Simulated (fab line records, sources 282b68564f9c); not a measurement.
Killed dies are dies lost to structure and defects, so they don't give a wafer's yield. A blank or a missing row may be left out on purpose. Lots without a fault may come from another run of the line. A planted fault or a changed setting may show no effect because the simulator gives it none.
A struck lot beside a sound one | flow rit_cmos | 15 steps out of a route of 202
Sound: wafers L640.1, L640.2, L640.6. Struck: wafers L648.1, L648.2, L648.5. The cause comes at the end.
At each step with rows: each side's tool, then ch and its chambers, then its first start. Under that, the readings that differ: sound wafers | struck wafers | difference of the means | sigmas: that difference in standard deviations of wafers without a fault.
alike: readings whose means differ by less than 2 such deviations, and words and numbers that are the same on both sides. not compared: withheld readings, readings that some wafer has no value for, bounds like >300 that may hide the same value, and numbers for which the record gives no deviation and whose values overlap.
The two part at a step that has a row with sigmas, a row that says differs or no value, or rows on one side only. Numbers that don't overlap but have no deviation are shown without sigmas and don't part them. A reading that every wafer of one side lacks parts them only if that side has two wafers or more.

first, 4 steps without rows for these wafers: RIT_PSD_SOFTBAKE_02 (time 60 s); RIT_PSD_EXPOSE_03 (exposes mask M10, target cd 40900 nm); RIT_PSD_PEB_04; RIT_PSD_DEVELOP_05 (develop time 50 s).
RIT_PSD_OVL_MEAS_06:
  sound on overlay-02, day 3 05:39; struck on overlay-02, day 4 18:01
  alike: PSD_OVL
then, 2 steps without rows for these wafers: RIT_PSD_HARDBAKE_07 (time 60 s); RIT_PSD_IMPLANT_08.
RIT_PSD_STRIP_09: strips in O2, time 180 s.
  sound on plasma_asher-01 ch 0,1, day 3 05:59; struck on plasma_asher-03 ch 0,1, day 4 18:21
  alike: drypump_motor_current_A
  not compared: rf_hours_counter_h
RIT_PSD_TW_MEAS_10:
  sound on film_metro-01, day 3 06:10; struck on film_metro-01, day 4 18:31
  alike: PSD_TW
then, 3 steps without rows for these wafers: RIT_SDANNEAL_CLEAN_00 (cleans in SC1, time 600 s); RIT_SDANNEAL_CLEAN_01 (cleans in dHF, time 30 s); RIT_SDANNEAL_CLEAN_02 (cleans in SC2, time 600 s).
RIT_SDANNEAL_RTA_03: time 5 s.
  sound on rtp_anneal-02 ch 0, day 3 06:35; struck on rtp_anneal-02 ch 0, day 4 18:57
  alike: wafer_temp_C_max
RIT_SDANNEAL_RS_MEAS_04: measures by four-point-probe.
  sound on film_metro-01, day 3 06:38; struck on film_metro-02, day 4 19:22
  reading         | sound                | struck               | difference | sigmas
  PSD_RS (ohm/sq) | 116.36 116.40 116.01 | 128.39 128.19 127.86 | +11.89     | +48
  not compared: hold
RIT_M1_PROBE_99:
  the record has rows for the sound wafers here (prober-02, day 3 14:50) and none for the struck ones

WHERE THEY PART
First at RIT_SDANNEAL_RS_MEAS_04; last, within this record, at RIT_M1_PROBE_99.

WHY: what the simulator had put in
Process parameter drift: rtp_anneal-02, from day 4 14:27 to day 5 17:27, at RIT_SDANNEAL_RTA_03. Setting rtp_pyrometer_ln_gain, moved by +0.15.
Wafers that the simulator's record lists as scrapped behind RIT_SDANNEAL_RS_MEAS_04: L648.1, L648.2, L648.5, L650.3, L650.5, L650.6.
